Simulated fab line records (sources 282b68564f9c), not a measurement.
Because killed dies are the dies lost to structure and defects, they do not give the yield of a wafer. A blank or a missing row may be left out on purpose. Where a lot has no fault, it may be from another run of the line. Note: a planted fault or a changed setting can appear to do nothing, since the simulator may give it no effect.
Which tool is to blame? || flow rit cmos || 7 lots with 21 wafers sampled at 2 steps, on a route of 202 steps

## WHAT EACH GAUGE READ, for each wafer
RIT_ACTIVE_THK_MEAS_04.
{"lot": "L629", "measured": "day 1 21:01", "on": "film metro-04", "ACTIVE_NITRIDE_THK (nm)": "152.5 154.4 152.9"}
{"lot": "L631", "measured": "day 2 08:18", "on": "film metro-04", "ACTIVE_NITRIDE_THK (nm)": "155.1 155.3 155.7"}
{"lot": "L634", "measured": "day 2 21:26", "on": "film metro-01", "ACTIVE_NITRIDE_THK (nm)": "150.1 151.4 151.2"}
{"lot": "L636", "measured": "day 3 06:47", "on": "film metro-02", "ACTIVE_NITRIDE_THK (nm)": "152.5 152.0 152.3"}
{"lot": "L641", "measured": "day 4 10:14", "on": "film metro-04", "ACTIVE_NITRIDE_THK (nm)": "105.9 103.7 103.7"}
{"lot": "L643", "measured": "day 4 20:14", "on": "film metro-01", "ACTIVE_NITRIDE_THK (nm)": "105.1 106.0 104.8"}
{"lot": "L650", "measured": "day 6 09:05", "on": "film metro-04", "ACTIVE_NITRIDE_THK (nm)": "153.4 152.0 153.2"}

## WHAT TOOL EACH LOT RAN ON (gives the tool, then ch and the chambers of the sampled wafers, and finally the start)
{"lot": "L629", "RIT_ACTIVE_CVD_03": "lpcvd-01 ch 0, day 1 19:36"}
{"lot": "L631", "RIT_ACTIVE_CVD_03": "lpcvd-02 ch 1, day 2 06:52"}
{"lot": "L634", "RIT_ACTIVE_CVD_03": "lpcvd-01 ch 1, day 2 19:18"}
{"lot": "L636", "RIT_ACTIVE_CVD_03": "lpcvd-02 ch 1, day 3 05:22"}
{"lot": "L641", "RIT_ACTIVE_CVD_03": "lpcvd-01 ch 1, day 4 08:49"}
{"lot": "L643", "RIT_ACTIVE_CVD_03": "lpcvd-01 ch 1, day 4 18:49"}
{"lot": "L650", "RIT_ACTIVE_CVD_03": "lpcvd-02 ch 1, day 6 06:57"}
- RIT_ACTIVE_CVD_03: deposits Si3N4 from SiH2Cl2/NH3, target thk 150 nm, time 1537 s.

## THE ANSWER, worked out from the rows above alone
Rule: usual is defined by the lots themselves. Put in order of their means at a reading, lots are off if they are a third of the lots or fewer, leave a main group of 4 or more, and stand apart from it by a gap of 3 or more times the standard deviation of the main group's means; of several such gaps the widest counts. If all means in a main group match to the digits the tables above print for the reading, that group is not used. A lot without any number at a reading at which 4 lots or more have one is off too. All remaining lots with rows at the step are treated as sound.
Off: at RIT_ACTIVE_THK_MEAS_04 (ACTIVE_NITRIDE_THK), L641, L643. For the main group the mean is 152.9 nm and the standard deviation 1.5.
If a tool, at a process step before that reading, ran all the lots that are off and no sound lot after the first of them, it fits. The gauges at RIT_ACTIVE_THK_MEAS_04 are tried like those tools. One fits: RIT_ACTIVE_CVD_03 on lpcvd-01. A fault onset in the window from L634 (day 2 19:18, its last sound lot) to L641 (day 4 08:49, its first lot off) fits.

## WHAT WAS PUT IN BY THE SIMULATOR
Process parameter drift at RIT_ACTIVE_CVD_03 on lpcvd-01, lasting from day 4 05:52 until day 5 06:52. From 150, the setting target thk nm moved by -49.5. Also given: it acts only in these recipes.
Struck lots among those shown: L641, L643. The rule above found the same.
